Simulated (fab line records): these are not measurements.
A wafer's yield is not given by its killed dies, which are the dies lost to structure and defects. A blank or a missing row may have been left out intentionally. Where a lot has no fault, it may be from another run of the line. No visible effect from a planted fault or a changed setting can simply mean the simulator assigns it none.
Which tool did it? / flow rit cmos / at 1 step of a route of 202, 15 lots with 45 wafers sampled

WHAT EACH GAUGE READ, for each wafer
The record lacks any reading of a measuring or inspecting step that a usual standard deviation could be used to judge.

WHAT TOOL EACH LOT RAN ON (gives the tool, then ch and the chambers of the sampled wafers, and finally the start)
lot=L551; RIT_CONTACT_DEVELOP_07=litho track-01 ch 0, day 3 12:00
lot=L552; RIT_CONTACT_DEVELOP_07=litho track-02 ch 0, day 3 17:00
lot=L553; RIT_CONTACT_DEVELOP_07=litho track-02 ch 0, day 3 20:00
lot=L555; RIT_CONTACT_DEVELOP_07=litho track-03 ch 0, day 4 07:00
lot=L556; RIT_CONTACT_DEVELOP_07=litho track-03 ch 0, day 4 12:00
lot=L557; RIT_CONTACT_DEVELOP_07=litho track-01 ch 0, day 4 21:00
lot=L559; RIT_CONTACT_DEVELOP_07=litho track-02 ch 0, day 5 00:00
lot=L560; RIT_CONTACT_DEVELOP_07=litho track-03 ch 0, day 5 13:00
lot=L561; RIT_CONTACT_DEVELOP_07=litho track-02 ch 0, day 5 13:00
lot=L562; RIT_CONTACT_DEVELOP_07=litho track-03 ch 0, day 5 17:00
lot=L563; RIT_CONTACT_DEVELOP_07=litho track-02 ch 0, day 6 01:00
lot=L571; RIT_CONTACT_DEVELOP_07=litho track-03, day 7 14:00
lot=L572; RIT_CONTACT_DEVELOP_07=litho track-01, day 7 18:00
lot=L573; RIT_CONTACT_DEVELOP_07=litho track-01, day 7 22:00
lot=L574; RIT_CONTACT_DEVELOP_07=litho track-03 ch 0, day 8 04:00
- RIT_CONTACT_DEVELOP_07: develop time 120 s.

WHAT THE TOOLS THEMSELVES READ (means of the sampled wafers that have a number; where no wafer has one, the mark that the record gives instead)
RIT_CONTACT_DEVELOP_07. Usual: chill plate temp C reads 23.01 C (standard deviation 0.11).
lot=L551; tool=litho track-01; chill plate temp C (C)=23.03; flag=
lot=L552; tool=litho track-02; chill plate temp C (C)=23.11; flag=
lot=L553; tool=litho track-02; chill plate temp C (C)=22.97; flag=
lot=L555; tool=litho track-03; chill plate temp C (C)=22.97; flag=
lot=L556; tool=litho track-03; chill plate temp C (C)=23.01; flag=
lot=L557; tool=litho track-01; chill plate temp C (C)=22.81; flag=
lot=L559; tool=litho track-02; chill plate temp C (C)=23.02; flag=
lot=L560; tool=litho track-03; chill plate temp C (C)=23.22; flag=
lot=L561; tool=litho track-02; chill plate temp C (C)=23.05; flag=
lot=L562; tool=litho track-03; chill plate temp C (C)=22.95; flag=
lot=L563; tool=litho track-02; chill plate temp C (C)=23.08; flag=
lot=L571; tool=litho track-03; chill plate temp C (C)=-; flag=OFF
lot=L572; tool=litho track-01; chill plate temp C (C)=-; flag=OFF
lot=L573; tool=litho track-01; chill plate temp C (C)=-; flag=OFF
lot=L574; tool=litho track-03; chill plate temp C (C)=23.14; flag=

THE ANSWER, worked out from the rows above alone
Rule: take the mean of a lot's wafers that have a number; if it is more than 3 standard deviations from the usual mean, the lot is off. A lot without any number at a reading at which 4 lots or more have one is off too. Any other lot the step has rows for is counted as sound. The gauges are gone through in route order, then the tools' own readings, and for those a lot's mean is taken as printed above. The first step at which some lot is off is used, and at that step the reading that is off furthest; a lot without a number counts as furthest.
Off, at RIT_CONTACT_DEVELOP_07 on chill plate temp C: L571, L572, L573. Without a number there: L571, L572, L573.
A tool fits if, at that step or a process step before it, it ran every lot that is off, and no sound lot after the first of them. No candidate that was tried fits.

WHAT HAD BEEN PUT IN BY THE SIMULATOR
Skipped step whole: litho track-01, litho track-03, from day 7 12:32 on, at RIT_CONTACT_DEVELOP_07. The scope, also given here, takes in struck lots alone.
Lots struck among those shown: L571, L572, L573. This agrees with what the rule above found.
